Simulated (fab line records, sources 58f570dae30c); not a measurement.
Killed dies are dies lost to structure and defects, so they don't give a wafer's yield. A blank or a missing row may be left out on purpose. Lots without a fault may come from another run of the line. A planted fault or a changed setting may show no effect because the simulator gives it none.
Which tool did it? | flow berkeley_cmos170 | 14 lots, 42 wafers sampled, at 3 steps of a route of 331

WHAT THE GAUGES READ, wafer by wafer
UCB170_NSD_CD_MEAS_06: target cd 1200 nm.
lot  | measured     | on        | cd_nm (nm)
L763 | day 7 19:53  | cd_sem-02 | 1199.8 1199.1 1199.4
L765 | day 8 11:27  | cd_sem-02 | 1200.4 1199.4 1198.6
L764 | day 8 11:53  | cd_sem-01 | 1200.4 1202.4 1201.0
L767 | day 9 04:12  | cd_sem-02 | 1201.6 1200.2 1200.8
L766 | day 9 04:27  | cd_sem-01 | 1198.1 1198.6 1196.6
L770 | day 9 04:45  | cd_sem-02 | 1200.4 1202.3 1200.5
L771 | day 9 04:48  | cd_sem-01 | 1200.0 1199.9 1200.5
L768 | day 9 05:00  | cd_sem-02 | 1202.2 1201.2 1201.9
L774 | day 10 07:20 | cd_sem-01 | 1198.4 1198.3 1199.0
L779 | day 11 17:28 | cd_sem-02 | 1200.2 1200.7 1200.6
L781 | day 11 17:26 | cd_sem-01 | 1200.7 1201.1 1201.3
L783 | day 12 09:29 | cd_sem-01 | 1202.0 1202.5 1200.7
L784 | day 12 09:22 | cd_sem-02 | 1198.7 1198.0 1199.1
L786 | day 12 14:55 | cd_sem-02 | 1198.7 1198.7 1198.5

UCB170_M2_RS_MEAS_02: measures by four-point-probe.
lot  | measured     | on            | M2_AL_RS (ohm/sq)
L763 | day 8 13:19  | film_metro-04 | 0.0317 0.0322 0.0321
L765 | day 9 02:22  | film_metro-01 | 0.0320 0.0322 0.0323
L764 | day 9 04:05  | film_metro-04 | 0.0320 0.0320 0.0319
L767 | day 9 21:43  | film_metro-01 | 0.0327 0.0327 0.0323
L766 | day 9 21:33  | film_metro-02 | 0.0324 0.0328 0.0326
L770 | day 9 21:59  | film_metro-02 | 0.0326 0.0324 0.0328
L771 | day 9 22:15  | film_metro-04 | 0.0325 0.0327 0.0324
L768 | day 9 22:47  | film_metro-02 | 0.0323 0.0325 0.0323
L774 | day 11 04:52 | film_metro-01 | 0.0318 0.0320 0.0316
L779 | day 12 14:43 | film_metro-04 | 0.0324 0.0325 0.0326
L781 | day 12 14:49 | film_metro-01 | 0.0324 0.0324 0.0322
L783 | day 13 02:39 | film_metro-02 | 0.0316 0.0315 0.0313
L784 | day 13 01:37 | film_metro-04 | 0.0326 0.0321 0.0326
L786 | day 13 04:52 | film_metro-02 | 0.0329 0.0327 0.0324

WHICH TOOL RAN EACH LOT (tool, then ch and the chambers of the sampled wafers, then the start)
lot  | UCB170_GATE_ETCH_14
L763 | rie_diel-01 ch 0,1,3, day 7 06:51
L765 | rie_diel-01 ch 0,1,3, day 7 18:50
L764 | rie_diel-03 ch 1,3, day 7 19:28
L767 | rie_diel-03 ch 0,3, day 8 08:50
L766 | rie_diel-04 ch 0,1, day 8 08:57
L770 | rie_diel-03 ch 2,3, day 8 14:32
L771 | rie_diel-01 ch 0,2, day 8 14:50
L768 | rie_diel-03 ch 0,2,3, day 8 15:22
L774 | rie_diel-03 ch 1,2, day 9 16:28
L779 | rie_diel-01 ch 0,1,3, day 11 00:58
L781 | rie_diel-04 ch 1,2,3, day 11 01:37
L783 | rie_diel-04 ch 2,3, day 11 15:53
L784 | rie_diel-04 ch 2,3, day 11 16:15
L786 | rie_diel-04 ch 0,1,2, day 12 02:13
- UCB170_GATE_ETCH_14: etches BARC in N2/H2.

WHAT THE TOOLS THEMSELVES READ (means of the sampled wafers that have a number; where no wafer has one, the mark that the record gives instead)
UCB170_GATE_ETCH_14.
lot  | tool        | drypump_motor_current_A (A) | n2_flow_sccm (sccm) | oes_product_au (a.u.) | rf_fwd_power_W (W) | throttle_valve_pct (%)
L763 | rie_diel-01 | 5.3                         | 99.92               | 0.995                 | 494.0              | 13.35
L765 | rie_diel-01 | 5.3                         | 99.97               | 0.989                 | 494.1              | 13.34
L764 | rie_diel-03 | 5.8                         | 100.07              | 0.996                 | 496.8              | 13.41
L767 | rie_diel-03 | 5.7                         | 100.12              | 1.003                 | 493.7              | 13.15
L766 | rie_diel-04 | 5.6                         | 100.07              | 1.008                 | 496.6              | 13.13
L770 | rie_diel-03 | 5.6                         | 99.90               | 1.014                 | 495.8              | 13.00
L771 | rie_diel-01 | 5.2                         | 99.79               | 1.002                 | 494.8              | 13.41
L768 | rie_diel-03 | 5.7                         | 100.26              | 1.009                 | 494.1              | 13.08
L774 | rie_diel-03 | 5.7                         | 100.09              | 1.015                 | 498.2              | 13.07
L779 | rie_diel-01 | 5.3                         | 99.94               | 0.995                 | 493.9              | 13.35
L781 | rie_diel-04 | 5.6                         | 99.95               | 0.980                 | 494.8              | 13.31
L783 | rie_diel-04 | 5.9                         | 99.78               | 0.959                 | 491.7              | 13.36
L784 | rie_diel-04 | 5.9                         | 99.55               | 0.962                 | 492.2              | 13.36
L786 | rie_diel-04 | 5.8                         | 99.85               | 1.007                 | 496.8              | 13.25

THE ANSWER, worked out from the rows above alone
Rule: what is usual is taken from the lots themselves. Put in order of their means at a reading, lots are off if they are a third of the lots or fewer, leave a main group of 4 or more, and stand apart from it by a gap of 3 or more times the standard deviation of the main group's means; of several such gaps the widest counts. A main group whose means are all the same, to the digits that the tables above print for the reading, isn't used. A lot without any number at a reading at which 4 lots or more have one is off too. The other lots that the step has rows for count as sound. The gauges are gone through in route order, then the tools' own readings, and for those a lot's mean is taken as printed above. The first step at which some lot is off is used, and at that step the reading that is off furthest; a lot without a number counts as furthest.
No lot is off at any reading shown: from this, nothing can be told.

WHAT THE SIMULATOR HAD PUT IN
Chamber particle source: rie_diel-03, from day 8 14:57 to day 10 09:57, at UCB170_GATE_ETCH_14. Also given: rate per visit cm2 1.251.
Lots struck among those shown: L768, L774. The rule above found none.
